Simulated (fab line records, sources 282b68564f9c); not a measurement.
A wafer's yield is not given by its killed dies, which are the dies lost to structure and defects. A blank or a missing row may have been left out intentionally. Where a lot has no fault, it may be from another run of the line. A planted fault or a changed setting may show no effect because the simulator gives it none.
Which tool did it?    flow rit cmos    Sampling: 15 lots, 45 wafers, 2 of 202 route steps

== WHAT THE GAUGES READ, wafer by wafer ==
The record holds no reading of a measuring or inspecting step that can be judged against a usual standard deviation.

== WHAT TOOL EACH LOT RAN ON (gives the tool, then ch and the chambers of the sampled wafers, and finally the start) ==
lot   RIT_ACTIVE_HARDBAKE_12            RIT_M1_PROBE_99
L892  litho track-04 ch 0, day 1 15:00  -
L893  litho track-03 ch 0, day 1 19:34  -
L894  litho track-04 ch 0, day 2 00:43  -
L895  litho track-02 ch 0, day 2 05:46  -
L896  litho track-02 ch 0, day 2 10:47  -
L897  litho track-03 ch 0, day 2 15:34  -
L898  litho track-02 ch 0, day 2 20:35  -
L899  litho track-02 ch 0, day 3 01:47  -
L900  litho track-03 ch 0, day 3 06:41  -
L901  litho track-02 ch 0, day 3 13:45  -
L909  litho track-03 ch 0, day 5 03:50  -
L910  litho track-03 ch 0, day 5 08:41  -
L911  litho track-02 ch 0, day 5 13:34  -
L914  litho track-03 ch 0, day 6 04:43  prober-02, day 8 05:04
L915  litho track-02 ch 0, day 6 09:38  -
- RIT_ACTIVE_HARDBAKE_12: time 60 s.
- RIT_M1_PROBE_99

== WHAT THE TOOLS THEMSELVES READ (means of the sampled wafers that have a number; where no wafer has one, the mark that the record gives instead) ==
RIT_ACTIVE_HARDBAKE_12.
lot   tool            chill plate temp C (C)  heater power total W (W)  plate temp C (C)
L892  litho track-04  23.03                   62.53                     140.09
L893  litho track-03  22.90                   62.59                     140.10
L894  litho track-04  23.01                   62.47                     139.87
L895  litho track-02  22.95                   62.57                     140.04
L896  litho track-02  23.02                   62.57                     140.27
L897  litho track-03  23.16                   62.51                     139.97
L898  litho track-02  23.07                   62.54                     139.84
L899  litho track-02  23.13                   62.53                     139.89
L900  litho track-03  22.92                   62.57                     140.07
L901  litho track-02  23.06                   62.54                     140.13
L909  litho track-03  22.99                   61.66                     138.36
L910  litho track-03  23.12                   61.62                     138.37
L911  litho track-02  22.93                   62.52                     140.17
L914  litho track-03  22.98                   61.62                     138.42
L915  litho track-02  23.02                   62.54                     140.18

RIT_M1_PROBE_99.
lot   tool       killed_at_M0_to_M3  killed at contacts  killed at front end  killed dies  killed open  killed short
L914  prober-02  0.0                 0.0                 5                    5            2.0          3.0

== THE ANSWER, worked out from the rows above alone ==
Rule: usual is defined by the lots themselves. Put in order of their means at a reading, lots are off if they are a third of the lots or fewer, leave a main group of 4 or more, and stand apart from it by a gap of 3 or more times the standard deviation of the main group's means; of several such gaps the widest counts. If all means in a main group match to the digits the tables above print for the reading, that group is not used. A lot without any number at a reading at which 4 lots or more have one is off too. Where the step has rows for the other lots, those lots are counted as sound. Order of review: gauges by route order, followed by the tools' own readings, for which a lot's mean as printed above is used. At the first step where some lot is off, the reading lying furthest off is the one used; lots without a number count as furthest.
Off at RIT_ACTIVE_HARDBAKE_12 (heater power total W): L909, L910, L914. The main group has a mean of 62.54 W with a standard deviation of 0.031.
A tool fits if, at that step or a process step before it, it ran every lot that is off, and no sound lot after the first of them. One fits: litho track-03 at RIT_ACTIVE_HARDBAKE_12. A fault onset in the window from L900 (day 3 06:41, its last sound lot) to L909 (day 5 03:50, its first lot off) fits.
The tool's own readings at RIT_ACTIVE_HARDBAKE_12 bear it out: on the lots that are off they differ by more than 5 times the standard deviation of the sound lots' means. heater power total W reads 61.63 W there against 62.54 W on the sound lots; plate temp C reads 138.38 C there against 140.05 C on the sound lots.

== WHAT WAS PUT IN BY THE SIMULATOR ==
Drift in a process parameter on litho track-03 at RIT_ACTIVE_HARDBAKE_12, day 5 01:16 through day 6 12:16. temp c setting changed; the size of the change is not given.
Lots struck among those shown: L909, L910, L914. The rule above reached the same finding.
